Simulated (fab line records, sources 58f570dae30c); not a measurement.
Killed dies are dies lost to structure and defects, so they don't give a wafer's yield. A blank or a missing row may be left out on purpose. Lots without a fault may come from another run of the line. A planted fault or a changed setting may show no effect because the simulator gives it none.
Which tool did it? | flow berkeley_cmos170 | 14 lots, 42 wafers sampled, at 5 steps of a route of 331

WHAT THE GAUGES READ, wafer by wafer
UCB170_M3_RS_MEAS_02: measures by four-point-probe.
lot  | measured     | on            | M3_AL_RS (ohm/sq)
L901 | day 9 19:13  | film_metro-03 | 0.0321 0.0317 0.0321
L904 | day 9 21:01  | film_metro-04 | 0.0319 0.0320 0.0316
L905 | day 9 21:28  | film_metro-03 | 0.0325 0.0322 0.0324
L906 | day 9 20:14  | film_metro-04 | 0.0326 0.0323 0.0322
L900 | day 9 20:29  | film_metro-03 | 0.0321 0.0323 0.0322
L907 | day 10 08:43 | film_metro-04 | 0.0323 0.0322 0.0323
L911 | day 10 14:16 | film_metro-03 | 0.0324 0.0319 0.0326
L910 | day 10 11:28 | film_metro-01 | 0.0318 0.0317 0.0318
L908 | day 10 10:14 | film_metro-03 | 0.0324 0.0323 0.0323
L909 | day 11 02:38 | film_metro-03 | 0.0316 0.0320 0.0320
L919 | day 12 13:30 | film_metro-03 | 0.0318 0.0325 0.0325
L920 | day 12 13:12 | film_metro-01 | 0.0318 0.0317 0.0322
L922 | day 13 09:28 | film_metro-01 | 0.0323 0.0323 0.0321
L921 | day 13 11:11 | film_metro-03 | 0.0319 0.0312 0.0314

UCB170_M3_CD_MEAS_15: target cd 700 nm.
lot  | measured     | on        | cd_nm (nm)
L901 | day 9 21:26  | cd_sem-01 | 703.3 702.8 703.2
L904 | day 9 23:58  | cd_sem-01 | 698.3 698.5 699.2
L905 | day 10 00:48 | cd_sem-01 | 701.6 702.2 703.3
L906 | day 9 23:02  | cd_sem-01 | 699.0 698.8 699.2
L900 | day 9 23:20  | cd_sem-01 | 702.0 700.7 702.2
L907 | day 10 10:29 | cd_sem-01 | 699.0 697.9 700.5
L911 | day 10 16:01 | cd_sem-01 | 699.3 698.2 698.0
L910 | day 10 13:13 | cd_sem-01 | 697.7 699.2 698.3
L908 | day 10 12:11 | cd_sem-02 | 698.4 699.4 697.5
L909 | day 11 04:47 | cd_sem-01 | 700.7 699.4 699.3
L919 | day 12 16:08 | cd_sem-01 | 701.6 700.3 701.0
L920 | day 12 15:31 | cd_sem-02 | 700.0 699.3 700.8
L922 | day 13 11:41 | cd_sem-02 | 698.4 699.4 698.5
L921 | day 13 13:16 | cd_sem-02 | 700.3 700.6 701.3

UCB170_M3_CD_MEAS_90: target cd 700 nm.
lot  | measured     | on        | cd_nm (nm)
L901 | day 9 21:55  | cd_sem-02 | 705 703 703
L904 | day 10 00:27 | cd_sem-02 | 704 703 704
L905 | day 10 01:17 | cd_sem-02 | 700 701 700
L906 | day 9 23:37  | cd_sem-02 | 694 699 700
L900 | day 9 23:53  | cd_sem-02 | 698 699 702
L907 | day 10 10:58 | cd_sem-01 | 697 701 704
L911 | day 10 16:30 | cd_sem-02 | 695 699 697
L910 | day 10 13:41 | cd_sem-02 | 701 702 699
L908 | day 10 12:52 | cd_sem-01 | 703 704 700
L909 | day 11 05:28 | cd_sem-02 | 702 698 698
L919 | day 12 16:48 | cd_sem-02 | 703 699 700
L920 | day 12 16:01 | cd_sem-02 | 702 701 696
L922 | day 13 12:10 | cd_sem-02 | 699 703 698
L921 | day 13 13:45 | cd_sem-01 | 699 700 699

WHICH TOOL RAN EACH LOT (tool, then ch and the chambers of the sampled wafers, then the start)
lot  | UCB170_ACTIVE_ETCH_15             | UCB170_ACTIVE_STRIP_16
L901 | rie_diel-01 ch 0,1,3, day 5 17:59 | plasma_asher-03 ch 1, day 5 18:05
L904 | rie_diel-04 ch 0,2,3, day 5 21:17 | plasma_asher-01 ch 0,1, day 5 21:23
L905 | rie_diel-01 ch 1,2, day 5 21:24   | plasma_asher-03 ch 0,1, day 5 21:32
L906 | rie_diel-01 ch 0,1,3, day 5 21:34 | plasma_asher-01 ch 0,1, day 5 21:40
L900 | rie_diel-03 ch 2,3, day 5 22:17   | plasma_asher-04 ch 0,1, day 5 22:23
L907 | rie_diel-03 ch 2,3, day 6 06:31   | plasma_asher-04 ch 0,1, day 6 06:37
L911 | rie_diel-03 ch 1,2, day 6 14:52   | plasma_asher-01 ch 0,1, day 6 14:58
L910 | rie_diel-04 ch 0,2,3, day 6 15:07 | plasma_asher-04 ch 0,1, day 6 15:13
L908 | rie_diel-01 ch 1,2,3, day 6 15:14 | plasma_asher-03 ch 0,1, day 6 15:20
L909 | rie_diel-03 ch 0,2,3, day 7 00:24 | plasma_asher-01 ch 0,1, day 7 00:30
L919 | rie_diel-01 ch 1,3, day 8 12:25   | plasma_asher-03 ch 0,1, day 8 12:31
L920 | rie_diel-03 ch 0,2,3, day 8 12:25 | plasma_asher-01 ch 0,1, day 8 12:34
L922 | rie_diel-03 ch 0,1,2, day 9 06:19 | plasma_asher-01 ch 0,1, day 9 06:26
L921 | rie_diel-01 ch 0,1, day 9 06:33   | plasma_asher-03 ch 0,1, day 9 06:39
- UCB170_ACTIVE_ETCH_15: etches Si3N4 in CH3F/Ar/O2, stops on SiO2, target depth 242 nm, time 151 s.
- UCB170_ACTIVE_STRIP_16: strips in O2.

WHAT THE TOOLS THEMSELVES READ (means of the sampled wafers that have a number; where no wafer has one, the mark that the record gives instead)
UCB170_ACTIVE_ETCH_15.
lot  | tool        | drypump_motor_current_A (A) | oes_product_au (a.u.) | throttle_valve_pct (%)
L901 | rie_diel-01 | 5.7                         | 0.945                 | 8.08
L904 | rie_diel-04 | 5.6                         | 0.930                 | 8.07
L905 | rie_diel-01 | 5.7                         | 0.946                 | 8.11
L906 | rie_diel-01 | 5.7                         | 0.946                 | 8.09
L900 | rie_diel-03 | 5.7                         | 0.949                 | 8.08
L907 | rie_diel-03 | 5.7                         | 0.953                 | 8.10
L911 | rie_diel-03 | 6.2                         | 0.933                 | 8.01
L910 | rie_diel-04 | 5.6                         | 0.941                 | 8.07
L908 | rie_diel-01 | 5.4                         | 0.944                 | 8.15
L909 | rie_diel-03 | 5.8                         | 0.940                 | 8.13
L919 | rie_diel-01 | 5.6                         | 0.896                 | 8.18
L920 | rie_diel-03 | 5.8                         | 0.943                 | 8.13
L922 | rie_diel-03 | 6.0                         | 0.934                 | 8.09
L921 | rie_diel-01 | 5.9                         | 0.886                 | 8.03

UCB170_ACTIVE_STRIP_16.
lot  | tool            | drypump_motor_current_A (A) | oes_product_au (a.u.) | strip_time_to_endpoint_s (s)
L901 | plasma_asher-03 | 6.27                        | 0.722                 | 18.10
L904 | plasma_asher-01 | 5.68                        | 0.721                 | 17.96
L905 | plasma_asher-03 | 6.03                        | 0.719                 | 18.13
L906 | plasma_asher-01 | 5.69                        | 0.721                 | 18.07
L900 | plasma_asher-04 | 6.01                        | 0.724                 | 18.07
L907 | plasma_asher-04 | 6.00                        | 0.720                 | 18.01
L911 | plasma_asher-01 | 5.69                        | 0.718                 | 18.15
L910 | plasma_asher-04 | 6.12                        | 0.721                 | 17.98
L908 | plasma_asher-03 | 6.03                        | 0.717                 | 18.12
L909 | plasma_asher-01 | 5.68                        | 0.722                 | 18.06
L919 | plasma_asher-03 | 6.15                        | 0.723                 | 17.70
L920 | plasma_asher-01 | 5.63                        | 0.721                 | 17.97
L922 | plasma_asher-01 | 5.65                        | 0.721                 | 18.19
L921 | plasma_asher-03 | 6.03                        | 0.720                 | 17.91

THE ANSWER, worked out from the rows above alone
Rule: what is usual is taken from the lots themselves. Put in order of their means at a reading, lots are off if they are a third of the lots or fewer, leave a main group of 4 or more, and stand apart from it by a gap of 3 or more times the standard deviation of the main group's means; of several such gaps the widest counts. A main group whose means are all the same, to the digits that the tables above print for the reading, isn't used. A lot without any number at a reading at which 4 lots or more have one is off too. The other lots that the step has rows for count as sound. The gauges are gone through in route order, then the tools' own readings, and for those a lot's mean is taken as printed above. The first step at which some lot is off is used, and at that step the reading that is off furthest; a lot without a number counts as furthest.
Off: L919, L921, at UCB170_ACTIVE_ETCH_15 (oes_product_au). The main group: mean 0.942 a.u., standard deviation 0.0065.
A tool fits if, at that step or a process step before it, it ran every lot that is off, and no sound lot after the first of them. One fits: rie_diel-01 at UCB170_ACTIVE_ETCH_15. Its last sound lot is L908 (day 6 15:14), its first lot that is off L919 (day 8 12:25): a fault that began between those two fits.
The tool's own readings at UCB170_ACTIVE_ETCH_15 bear it out: on the lots that are off they differ by more than 5 times the standard deviation of the sound lots' means. oes_product_au reads 0.891 a.u. there against 0.942 a.u. on the sound lots.

WHAT THE SIMULATOR HAD PUT IN
Process parameter drift: rie_diel-01, from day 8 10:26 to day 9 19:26, at UCB170_ACTIVE_ETCH_15. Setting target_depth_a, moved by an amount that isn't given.
Lots struck among those shown: L919, L921. The rule above found the same.
